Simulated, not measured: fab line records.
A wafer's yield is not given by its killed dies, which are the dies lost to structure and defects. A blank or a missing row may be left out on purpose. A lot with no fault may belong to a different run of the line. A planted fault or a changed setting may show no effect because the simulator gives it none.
What tool caused it? / flow berkeley-cmos170 / 14 lots with 42 wafers sampled at 3 steps, on a route of 331 steps

WHAT THE GAUGES SHOWED, per wafer
UCB170_M2_RS_MEAS_02: the measuring method here is four-point-probe.
lot=L912; measured=day 7 18:16; on=film-metro-03; M2_AL_RS (ohm/sq)=0.03219 0.03219 0.032
lot=L914; measured=day 7 23:44; on=film-metro-03; M2_AL_RS (ohm/sq)=0.03183 0.03192 0.03243
lot=L917; measured=day 8 05:58; on=film-metro-04; M2_AL_RS (ohm/sq)=0.0325 0.03204 0.03205
lot=L918; measured=day 8 18:57; on=film-metro-03; M2_AL_RS (ohm/sq)=0.03216 0.03241 0.032
lot=L919; measured=day 8 20:05; on=film-metro-02; M2_AL_RS (ohm/sq)=0.03209 0.03242 0.03204
lot=L920; measured=day 8 21:20; on=film-metro-03; M2_AL_RS (ohm/sq)=0.03218 0.0323 0.03232
lot=L921; measured=day 9 07:16; on=film-metro-03; M2_AL_RS (ohm/sq)=0.03185 0.03222 0.03184
lot=L922; measured=day 9 12:31; on=film-metro-02; M2_AL_RS (ohm/sq)=0.03241 0.03227 0.03202
lot=L923; measured=day 9 12:38; on=film-metro-04; M2_AL_RS (ohm/sq)=0.03229 0.03243 0.03244
lot=L927; measured=day 10 15:24; on=film-metro-04; M2_AL_RS (ohm/sq)=0.03254 0.03251 0.03213
lot=L926; measured=day 10 15:54; on=film-metro-04; M2_AL_RS (ohm/sq)=0.03573 0.03559 0.03581
lot=L931; measured=day 11 02:57; on=film-metro-03; M2_AL_RS (ohm/sq)=0.03573 0.03591 0.03567
lot=L930; measured=day 11 03:26; on=film-metro-04; M2_AL_RS (ohm/sq)=0.0321 0.03231 0.03224
lot=L934; measured=day 12 05:44; on=film-metro-02; M2_AL_RS (ohm/sq)=0.03187 0.03196 0.03203

UCB170_M2_THK_MEAS_03: measures by xrf.
lot=L912; measured=day 7 18:22; on=film-metro-03; M2_AL_THK (nm)=888 884 890
lot=L914; measured=day 7 23:52; on=film-metro-03; M2_AL_THK (nm)=895 894 886
lot=L917; measured=day 8 06:05; on=film-metro-04; M2_AL_THK (nm)=883 902 908
lot=L918; measured=day 8 19:03; on=film-metro-03; M2_AL_THK (nm)=886 876 888
lot=L919; measured=day 8 20:12; on=film-metro-02; M2_AL_THK (nm)=904 886 894
lot=L920; measured=day 8 21:27; on=film-metro-03; M2_AL_THK (nm)=881 885 878
lot=L921; measured=day 9 07:23; on=film-metro-03; M2_AL_THK (nm)=899 891 895
lot=L922; measured=day 9 12:38; on=film-metro-02; M2_AL_THK (nm)=887 888 898
lot=L923; measured=day 9 12:45; on=film-metro-04; M2_AL_THK (nm)=896 895 891
lot=L927; measured=day 10 15:31; on=film-metro-04; M2_AL_THK (nm)=888 891 908
lot=L926; measured=day 10 16:01; on=film-metro-04; M2_AL_THK (nm)=814 815 808
lot=L931; measured=day 11 03:04; on=film-metro-03; M2_AL_THK (nm)=806 800 805
lot=L930; measured=day 11 03:34; on=film-metro-04; M2_AL_THK (nm)=892 889 892
lot=L934; measured=day 12 05:51; on=film-metro-02; M2_AL_THK (nm)=901 893 901

EACH LOT AND THE TOOL THAT RAN IT (in order: tool; ch and the chambers of the sampled wafers; start)
lot=L912; UCB170_M2_SPUTTER_01=pvd-sputter-04, day 7 18:08
lot=L914; UCB170_M2_SPUTTER_01=pvd-sputter-03, day 7 23:39
lot=L917; UCB170_M2_SPUTTER_01=pvd-sputter-02, day 8 05:52
lot=L918; UCB170_M2_SPUTTER_01=pvd-sputter-03, day 8 18:50
lot=L919; UCB170_M2_SPUTTER_01=pvd-sputter-04, day 8 20:00
lot=L920; UCB170_M2_SPUTTER_01=pvd-sputter-02, day 8 21:15
lot=L921; UCB170_M2_SPUTTER_01=pvd-sputter-04, day 9 07:10
lot=L922; UCB170_M2_SPUTTER_01=pvd-sputter-02, day 9 12:25
lot=L923; UCB170_M2_SPUTTER_01=pvd-sputter-03, day 9 12:32
lot=L927; UCB170_M2_SPUTTER_01=pvd-sputter-02, day 10 15:19
lot=L926; UCB170_M2_SPUTTER_01=pvd-sputter-03, day 10 15:48
lot=L931; UCB170_M2_SPUTTER_01=pvd-sputter-03, day 11 02:52
lot=L930; UCB170_M2_SPUTTER_01=pvd-sputter-02, day 11 03:21
lot=L934; UCB170_M2_SPUTTER_01=pvd-sputter-02, day 12 05:38
- UCB170_M2_SPUTTER_01: material Al, target thk 900 nm, time 120 s.

WHAT THE TOOLS THEMSELVES READ (means of the sampled wafers that have a number; where no wafer has one, the mark that the record gives instead)
UCB170_M2_SPUTTER_01.
lot=L912; tool=pvd-sputter-04; throttle-valve-pct (%)=30.3
lot=L914; tool=pvd-sputter-03; throttle-valve-pct (%)=29.8
lot=L917; tool=pvd-sputter-02; throttle-valve-pct (%)=30.0
lot=L918; tool=pvd-sputter-03; throttle-valve-pct (%)=31.6
lot=L919; tool=pvd-sputter-04; throttle-valve-pct (%)=30.0
lot=L920; tool=pvd-sputter-02; throttle-valve-pct (%)=30.6
lot=L921; tool=pvd-sputter-04; throttle-valve-pct (%)=30.2
lot=L922; tool=pvd-sputter-02; throttle-valve-pct (%)=30.6
lot=L923; tool=pvd-sputter-03; throttle-valve-pct (%)=31.7
lot=L927; tool=pvd-sputter-02; throttle-valve-pct (%)=30.5
lot=L926; tool=pvd-sputter-03; throttle-valve-pct (%)=31.4
lot=L931; tool=pvd-sputter-03; throttle-valve-pct (%)=32.0
lot=L930; tool=pvd-sputter-02; throttle-valve-pct (%)=30.6
lot=L934; tool=pvd-sputter-02; throttle-valve-pct (%)=30.6

THE ANSWER, worked out from the rows above alone
Rule: usual is defined by the lots themselves. Put in order of their means at a reading, lots are off if they are a third of the lots or fewer, leave a main group of 4 or more, and stand apart from it by a gap of 3 or more times the standard deviation of the main group's means; of several such gaps the widest counts. A main group whose means are all the same, to the digits that the tables above print for the reading, isn't used. Also off: a lot with no number at a reading for which 4 or more lots have one. All remaining lots with rows at the step are treated as sound. The gauges are gone through in route order, then the tools' own readings, and for those a lot's mean is taken as printed above. The first step at which some lot is off is used, and at that step the reading that is off furthest; a lot without a number counts as furthest.
Off: L926, L931, at UCB170_M2_RS_MEAS_02 (M2_AL_RS). The main group has a mean of 0.03218 ohm/sq with a standard deviation of 0.00013.
A tool fits if, at a process step before that reading, it ran every lot that is off, and no sound lot after the first of them. Gauges at UCB170_M2_RS_MEAS_02: tried the same way as those tools. One candidate fits, namely pvd-sputter-03 at UCB170_M2_SPUTTER_01. Its last sound lot is L923 (day 9 12:32), its first lot that is off L926 (day 10 15:48): a fault that began between those two fits.

WHAT THE SIMULATOR PUT IN
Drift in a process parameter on pvd-sputter-03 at UCB170_M2_SPUTTER_01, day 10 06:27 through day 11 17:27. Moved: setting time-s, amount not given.
Shown lots that were struck: L926, L931. The rule given above showed the same thing.
